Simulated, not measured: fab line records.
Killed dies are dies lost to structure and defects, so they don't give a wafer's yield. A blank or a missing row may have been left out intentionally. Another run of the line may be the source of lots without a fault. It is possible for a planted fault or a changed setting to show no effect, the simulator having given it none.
Comparing a struck lot with a sound one	flow rit-cmos	43 out of 202 route steps
Sound: wafers L173.1, L173.4, L173.6. Wafers L181.2, L181.3, L181.6 were the ones struck. At the end, the cause is stated.
Each step with rows lists, per side, the tool, then ch with its chambers, then its first start. Under that, the readings that differ: sound wafers	struck wafers	difference of the means	sigmas: that difference in standard deviations of wafers without a fault.
alike: words and numbers the same on both sides, and readings whose means are apart by under 2 such deviations; not compared: readings that were withheld, readings missing a value for some wafer, numbers with overlapping values and no deviation given by the record, and bounds like >300 which may hide the same value.
The two part at a step that has a row with sigmas, a row that says differs or no value, or rows on one side only. When numbers do not overlap yet have no deviation, they are printed without sigmas and do not part them. A reading that every wafer of one side lacks parts them only if that side has two wafers or more.

RIT_NLDD_TW_MEAS_10:
  sound: film-metro-01 at day 3 03:05; struck: film-metro-01 at day 4 20:12
  alike: NLDD_TW
then, 6 steps without rows for these wafers: RIT_PLDD_HMDS_00 (prime time 60 s); RIT_PLDD_COAT_01 (resist thk 1000 nm); RIT_PLDD_SOFTBAKE_02 (time 60 s); RIT_PLDD_EXPOSE_03 (exposes mask M8, target cd 40900 nm); RIT_PLDD_PEB_04; RIT_PLDD_DEVELOP_05 (develop time 48.6 s).
RIT_PLDD_OVL_MEAS_06:
  sound: overlay-01 at day 3 04:08; struck: overlay-02 at day 4 21:07
  alike: PLDD_OVL
then, 2 steps without rows for these wafers: RIT_PLDD_HARDBAKE_07 (time 60 s); RIT_PLDD_IMPLANT_08.
RIT_PLDD_STRIP_09: strips in O2, time 180 s.
  sound on plasma-asher-02 ch 0,1, day 3 04:28; struck on plasma-asher-02 ch 0,1, day 4 21:26
  alike: drypump-motor-current-A
  not compared: rf-hours-counter-h
RIT_PLDD_TW_MEAS_10:
  sound: film-metro-02 at day 3 04:38; struck: film-metro-01 at day 4 21:37
  alike: PLDD_TW
RIT_SPACER_CLEAN_00: cleans in SC1, time 600 s.
  sound on wet-bench-02 ch 0, day 3 04:42; struck on wet-bench-04 ch 3, day 4 21:40
then, 3 steps without rows for these wafers: RIT_SPACER_CLEAN_01 (cleans in dHF, time 30 s); RIT_SPACER_CLEAN_02 (cleans in SC2, time 600 s); RIT_SPACER_CVD_03 (deposits Si3N4 from SiH2Cl2/NH3, target thk 250 nm, time 3300 s).
RIT_SPACER_THK_MEAS_04:
  sound: film-metro-01 at day 3 08:08; struck: film-metro-01 at day 4 23:58
reading	sound	struck	difference	sigmas
SPACER_NITRIDE_THK (nm)	254.2 254.5 252.6	244.6 244.3 244.2	-9.4	-3
RIT_SPACER_ETCHBACK_05: etches Si3N4 in SF6/CHF3, stops on SiO2, target depth 250 nm, time 240 s.
  sound on rie-diel-03 ch 1,3, day 3 08:12; struck on rie-diel-02 ch 1,2,3, day 5 00:01
reading	sound	struck	difference	sigmas
oes-product-au (a.u.)	0.859 0.859 0.858	0.826 0.831 0.835	-0.028	-2
  alike: drypump-motor-current-A, throttle-valve-pct
  not compared: rf-hours-counter-h
then, 6 steps without rows for these wafers: RIT_NSD_HMDS_00 (prime time 60 s); RIT_NSD_COAT_01 (resist thk 1000 nm); RIT_NSD_SOFTBAKE_02 (time 60 s); RIT_NSD_EXPOSE_03 (exposes mask M9, target cd 40700 nm); RIT_NSD_PEB_04; RIT_NSD_DEVELOP_05 (develop time 50 s).
RIT_NSD_OVL_MEAS_06:
  sound: overlay-02 at day 3 09:12; struck: overlay-02 at day 5 01:09
  alike: NSD_OVL
then, 2 steps without rows for these wafers: RIT_NSD_HARDBAKE_07 (time 60 s); RIT_NSD_IMPLANT_08.
RIT_NSD_STRIP_09: strips in O2, time 180 s.
  sound on plasma-asher-04 ch 0,1, day 3 09:32; struck on plasma-asher-04 ch 1, day 5 01:29
  alike: drypump-motor-current-A
  not compared: rf-hours-counter-h
RIT_NSD_TW_MEAS_10:
  sound: film-metro-02 at day 3 09:43; struck: film-metro-01 at day 5 01:40
  alike: NSD_TW
then, 6 steps without rows for these wafers: RIT_PSD_HMDS_00 (prime time 60 s); RIT_PSD_COAT_01 (resist thk 1000 nm); RIT_PSD_SOFTBAKE_02 (time 60 s); RIT_PSD_EXPOSE_03 (exposes mask M10, target cd 40900 nm); RIT_PSD_PEB_04; RIT_PSD_DEVELOP_05 (develop time 51.76 s).
RIT_PSD_OVL_MEAS_06:
  sound: overlay-02 at day 3 10:49; struck: overlay-01 at day 5 02:34
  alike: PSD_OVL
then, 2 steps without rows for these wafers: RIT_PSD_HARDBAKE_07 (time 60 s); RIT_PSD_IMPLANT_08.
RIT_PSD_STRIP_09: strips in O2, time 180 s.
  sound on plasma-asher-01 ch 1, day 3 11:10; struck on plasma-asher-01 ch 0,1, day 5 02:54
  alike: drypump-motor-current-A
  not compared: rf-hours-counter-h
RIT_PSD_TW_MEAS_10:
  sound: film-metro-03 at day 3 11:20; struck: film-metro-03 at day 5 03:05
  alike: PSD_TW
then, 2 steps without rows for these wafers: RIT_SDANNEAL_CLEAN_00 (cleans in SC1, time 600 s); RIT_SDANNEAL_CLEAN_01 (cleans in dHF, time 30 s).
RIT_M1_PROBE_99:
  sound: prober-01 at day 3 19:24; struck: prober-01 at day 5 11:08
reading	sound	struck	difference	sigmas
killed-at-front-end	5 5 0	37 29	+30	+9
killed-dies	5 5 0	37 29	+30	+9
killed-on-rim	1 0 0	12 9	+10	+7
  alike: killed-open, killed-short

WHERE THEY PART
Earliest at RIT_SPACER_THK_MEAS_04; latest, in this record, at RIT_M1_PROBE_99.

WHY: the cause the simulator had injected
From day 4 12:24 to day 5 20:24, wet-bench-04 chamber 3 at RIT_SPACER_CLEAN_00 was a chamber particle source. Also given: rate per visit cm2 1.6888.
